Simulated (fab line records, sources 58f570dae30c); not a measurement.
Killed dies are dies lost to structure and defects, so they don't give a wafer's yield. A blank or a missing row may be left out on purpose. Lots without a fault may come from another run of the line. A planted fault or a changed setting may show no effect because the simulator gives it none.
Which tool did it? | flow berkeley_cmos170 | 24 lots, 72 wafers sampled, at 4 steps of a route of 331

WHAT THE GAUGES READ, wafer by wafer
UCB170_SCREENOX_THK_MEAS_02.
lot  | measured     | on            | SCREENOX_OXIDE_THK (nm)
L074 | day 6 03:02  | film_metro-03 | 14.20 14.47 14.28
L076 | day 6 07:30  | film_metro-03 | 14.07 14.04 14.02
L075 | day 6 07:31  | film_metro-01 | 14.23 13.82 13.98
L077 | day 6 14:48  | film_metro-03 | 13.87 13.86 13.86
L079 | day 7 03:49  | film_metro-02 | 14.12 14.26 14.39
L078 | day 7 03:49  | film_metro-01 | 14.48 14.39 14.67
L080 | day 7 15:15  | film_metro-03 | 14.63 14.40 14.77
L081 | day 7 15:15  | film_metro-02 | 14.86 14.86 14.68
L082 | day 7 15:16  | film_metro-01 | 14.07 14.29 14.28
L083 | day 8 11:40  | film_metro-03 | 14.24 14.35 14.22
L084 | day 8 11:41  | film_metro-01 | 14.46 14.47 14.56
L087 | day 8 21:26  | film_metro-01 | 14.66 14.22 14.33
L085 | day 8 21:27  | film_metro-03 | 14.30 14.12 13.99
L088 | day 8 21:27  | film_metro-02 | 14.17 13.96 13.98
L086 | day 8 21:30  | film_metro-02 | 13.86 14.19 14.03
L089 | day 9 07:21  | film_metro-01 | 14.03 14.18 14.24
L090 | day 9 23:33  | film_metro-02 | 14.38 14.04 13.89
L091 | day 9 23:33  | film_metro-01 | 13.84 13.99 14.04
L092 | day 10 07:04 | film_metro-01 | 14.60 14.71 14.65
L093 | day 10 07:04 | film_metro-03 | 14.29 14.38 14.58
L094 | day 10 13:09 | film_metro-03 | 14.36 14.45 14.66
L095 | day 10 22:57 | film_metro-03 | 14.10 14.10 14.35
L097 | day 11 11:50 | film_metro-02 | 14.22 14.24 14.41
L096 | day 11 11:52 | film_metro-01 | 14.58 14.49 14.68

UCB170_PVT_TW_MEAS_09.
lot  | measured     | on            | PVT_TW
L074 | day 6 13:09  | film_metro-03 | 514 516 514
L076 | day 6 13:41  | film_metro-04 | 510 512 509
L075 | day 6 13:59  | film_metro-04 | 507 509 507
L077 | day 6 23:49  | film_metro-04 | 512 508 509
L079 | day 7 13:26  | film_metro-01 | 511 509 508
L078 | day 7 13:10  | film_metro-01 | 512 513 507
L080 | day 8 01:55  | film_metro-01 | 503 507 502
L081 | day 8 02:12  | film_metro-03 | 515 512 513
L082 | day 8 01:43  | film_metro-03 | 513 511 512
L083 | day 8 22:42  | film_metro-01 | 505 504 503
L084 | day 8 22:52  | film_metro-01 | 506 501 502
L087 | day 9 07:51  | film_metro-04 | 511 507 509
L085 | day 9 07:02  | film_metro-04 | 508 509 509
L088 | day 9 07:30  | film_metro-03 | 516 514 515
L086 | day 9 07:17  | film_metro-03 | 513 516 516
L089 | day 9 21:48  | film_metro-01 | 509 505 510
L090 | day 10 08:41 | film_metro-04 | 507 510 509
L091 | day 10 08:21 | film_metro-04 | 509 511 510
L092 | day 10 18:35 | film_metro-01 | 509 509 507
L093 | day 10 18:56 | film_metro-01 | 507 506 509
L094 | day 10 21:01 | film_metro-03 | 514 512 510
L095 | day 11 09:07 | film_metro-03 | 510 506 508
L097 | day 11 21:26 | film_metro-03 | 509 508 510
L096 | day 11 20:52 | film_metro-04 | 514 511 511

UCB170_SPACER_THK_MEAS_01.
lot  | measured     | on            | SPACER_TEOS_THK (nm)
L074 | day 7 09:41  | film_metro-02 | 366 380 376
L076 | day 7 09:11  | film_metro-03 | 371 368 372
L075 | day 7 09:55  | film_metro-02 | 372 374 375
L077 | day 7 17:23  | film_metro-02 | 370 368 381
L079 | day 8 09:23  | film_metro-03 | 372 371 373
L078 | day 8 09:04  | film_metro-03 | 368 380 374
L080 | day 8 23:00  | film_metro-04 | 375 372 373
L081 | day 8 22:30  | film_metro-03 | 373 377 371
L082 | day 8 22:17  | film_metro-04 | 367 376 378
L083 | day 10 06:22 | film_metro-04 | 374 378 383
L084 | day 10 08:05 | film_metro-02 | 376 379 380
L087 | day 10 07:49 | film_metro-04 | 378 373 383
L085 | day 10 07:47 | film_metro-03 | 367 373 377
L088 | day 10 07:31 | film_metro-04 | 378 381 381
L086 | day 10 07:34 | film_metro-03 | 373 366 379
L089 | day 10 17:17 | film_metro-04 | 372 374 380
L090 | day 11 04:17 | film_metro-03 | 369 378 377
L091 | day 11 03:57 | film_metro-04 | 368 377 377
L092 | day 11 17:11 | film_metro-04 | 372 375 373
L093 | day 11 17:48 | film_metro-02 | 365 369 378
L094 | day 11 17:35 | film_metro-04 | 369 367 374
L095 | day 12 05:53 | film_metro-04 | 372 376 383
L097 | day 12 17:10 | film_metro-04 | 369 371 373
L096 | day 12 16:52 | film_metro-04 | 371 378 380

UCB170_CONTACT_CD_MEAS_90: target cd 700 nm.
lot  | measured     | on        | cd_nm (nm)
L074 | day 8 03:46  | cd_sem-02 | 700.5 698.4 703.1
L076 | day 8 02:14  | cd_sem-01 | 698.9 702.7 701.0
L075 | day 8 02:34  | cd_sem-02 | 699.8 697.7 696.0
L077 | day 8 14:56  | cd_sem-02 | 700.0 698.5 701.0
L079 | day 9 01:08  | cd_sem-01 | 698.4 698.8 700.1
L078 | day 9 01:16  | cd_sem-02 | 700.2 700.0 702.9
L080 | day 9 20:29  | cd_sem-01 | 699.4 700.1 699.4
L081 | day 9 20:15  | cd_sem-01 | 700.7 704.2 701.5
L082 | day 9 18:28  | cd_sem-01 | 705.0 703.4 703.5
L083 | day 10 22:45 | cd_sem-02 | 701.4 697.5 700.9
L084 | day 11 02:16 | cd_sem-02 | 699.4 700.5 700.8
L087 | day 11 01:59 | cd_sem-01 | 701.8 701.4 699.4
L085 | day 10 23:02 | cd_sem-01 | 700.4 702.0 699.7
L088 | day 11 01:29 | cd_sem-02 | 702.0 701.7 700.3
L086 | day 11 01:44 | cd_sem-01 | 700.1 702.1 700.5
L089 | day 11 15:18 | cd_sem-02 | 702.9 702.6 700.7
L090 | day 11 22:38 | cd_sem-01 | 701.2 699.5 698.6
L091 | day 12 00:31 | cd_sem-02 | 698.3 700.2 700.1
L092 | day 12 11:32 | cd_sem-02 | 698.5 700.9 701.2
L093 | day 12 13:36 | cd_sem-01 | 701.9 703.4 701.0
L094 | day 12 13:47 | cd_sem-02 | 701.1 699.4 701.9
L095 | day 13 00:40 | cd_sem-01 | 700.4 697.5 700.9
L097 | day 13 09:40 | cd_sem-01 | 699.5 700.5 699.6
L096 | day 13 08:31 | cd_sem-02 | 700.6 702.3 703.4

WHICH TOOL RAN EACH LOT (tool, then ch and the chambers of the sampled wafers, then the start)
The record holds no process step before these readings.

WHAT THE TOOLS THEMSELVES READ (means of the sampled wafers that have a number; where no wafer has one, the mark that the record gives instead)
The record holds no such reading with a usual standard deviation.

THE ANSWER, worked out from the rows above alone
Rule: what is usual is taken from the lots themselves. Put in order of their means at a reading, lots are off if they are a third of the lots or fewer, leave a main group of 4 or more, and stand apart from it by a gap of 3 or more times the standard deviation of the main group's means; of several such gaps the widest counts. A main group whose means are all the same, to the digits that the tables above print for the reading, isn't used. A lot without any number at a reading at which 4 lots or more have one is off too. The other lots that the step has rows for count as sound. The gauges are gone through in route order, then the tools' own readings, and for those a lot's mean is taken as printed above. The first step at which some lot is off is used, and at that step the reading that is off furthest; a lot without a number counts as furthest.
No lot is off at any reading shown: from this, nothing can be told.

WHAT THE SIMULATOR HAD PUT IN
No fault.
